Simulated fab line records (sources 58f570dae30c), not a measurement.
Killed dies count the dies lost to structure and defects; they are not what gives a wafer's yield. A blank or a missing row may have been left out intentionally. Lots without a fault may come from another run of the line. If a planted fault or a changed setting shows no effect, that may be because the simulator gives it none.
What tool caused it? | flow berkeley cmos170 | 11 lots, 33 wafers sampled, at 2 steps of a route of 331

WHAT EACH GAUGE READ, for each wafer
UCB170_NWELL_THK_MEAS_05.
lot  | measured    | on            | NWELL_NITRIDE_THK (nm)
L318 | day 2 04:41 | film metro-01 | 221.9 224.7 223.3
L319 | day 2 13:52 | film metro-02 | 226.1 227.7 225.7
L320 | day 2 18:01 | film metro-02 | 224.2 225.4 225.5
L322 | day 3 01:01 | film metro-01 | 225.6 226.2 225.7
L327 | day 4 03:40 | film metro-03 | 252.9 251.5 253.6 252.4 251.7 253.6
L328 | day 4 03:40 | film metro-02 | 250.9 254.5 255.1 250.6 254.3 254.9
L331 | day 4 21:25 | film metro-03 | 225.7 222.1 223.0
L335 | day 5 22:55 | film metro-02 | 220.5 221.7 218.2
L336 | day 5 22:56 | film metro-01 | 222.4 225.4 224.2
L337 | day 6 09:26 | film metro-02 | 223.9 223.1 224.4
L338 | day 6 09:28 | film metro-03 | 218.4 218.9 219.5

EACH LOT AND THE TOOL THAT RAN IT (in order: tool; ch and the chambers of the sampled wafers; start)
lot  | UCB170_NWELL_CVD_04
L318 | lpcvd-01 ch 0, day 2 02:45
L319 | lpcvd-01 ch 0, day 2 11:55
L320 | lpcvd-01 ch 0, day 2 16:04
L322 | lpcvd-01 ch 1, day 2 23:05
L327 | lpcvd-01 ch 0, day 4 01:44
L328 | lpcvd-01 ch 1, day 4 01:44
L331 | lpcvd-02 ch 1, day 4 18:31
L335 | lpcvd-02 ch 1, day 5 20:59
L336 | lpcvd-02 ch 1, day 5 20:59
L337 | lpcvd-02 ch 0, day 6 07:31
L338 | lpcvd-02 ch 0, day 6 07:31
- UCB170_NWELL_CVD_04: deposits Si3N4 from SiH2Cl2/NH3, target thk 224 nm, time 3360 s.

THE ANSWER, worked out from the rows above alone
Rule: usual is defined by the lots themselves. The widest of any qualifying gaps counts: lots, ordered by their means at a reading, are off when they make up no more than a third of the lots, leave a main group of 4 or more, and stand apart from it by 3 or more times the standard deviation of that group's means. A main group is skipped when, at the precision printed for the reading in the tables above, its means are all equal. Also off: a lot with no number at a reading for which 4 or more lots have one. The other lots that the step has rows for count as sound.
Off: L327, L328, seen at UCB170_NWELL_THK_MEAS_05 (NWELL_NITRIDE_THK). Mean 223.5 nm and standard deviation 2.3 in the main group.
If a tool, at a process step before that reading, ran all the lots that are off and no sound lot after the first of them, it fits. The gauges at UCB170_NWELL_THK_MEAS_05 are tried like those tools. One candidate fits, namely lpcvd-01 at UCB170_NWELL_CVD_04. Its last sound lot is L322 (day 2 23:05), its first lot that is off L327 (day 4 01:44): a fault that began between those two fits.

WHAT THE SIMULATOR HAD PUT IN
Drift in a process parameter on lpcvd-01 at UCB170_NWELL_CVD_04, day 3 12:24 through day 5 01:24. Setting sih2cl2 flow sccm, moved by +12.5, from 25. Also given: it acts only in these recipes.
Lots struck among those shown: L327, L328. The same result came from the rule above.
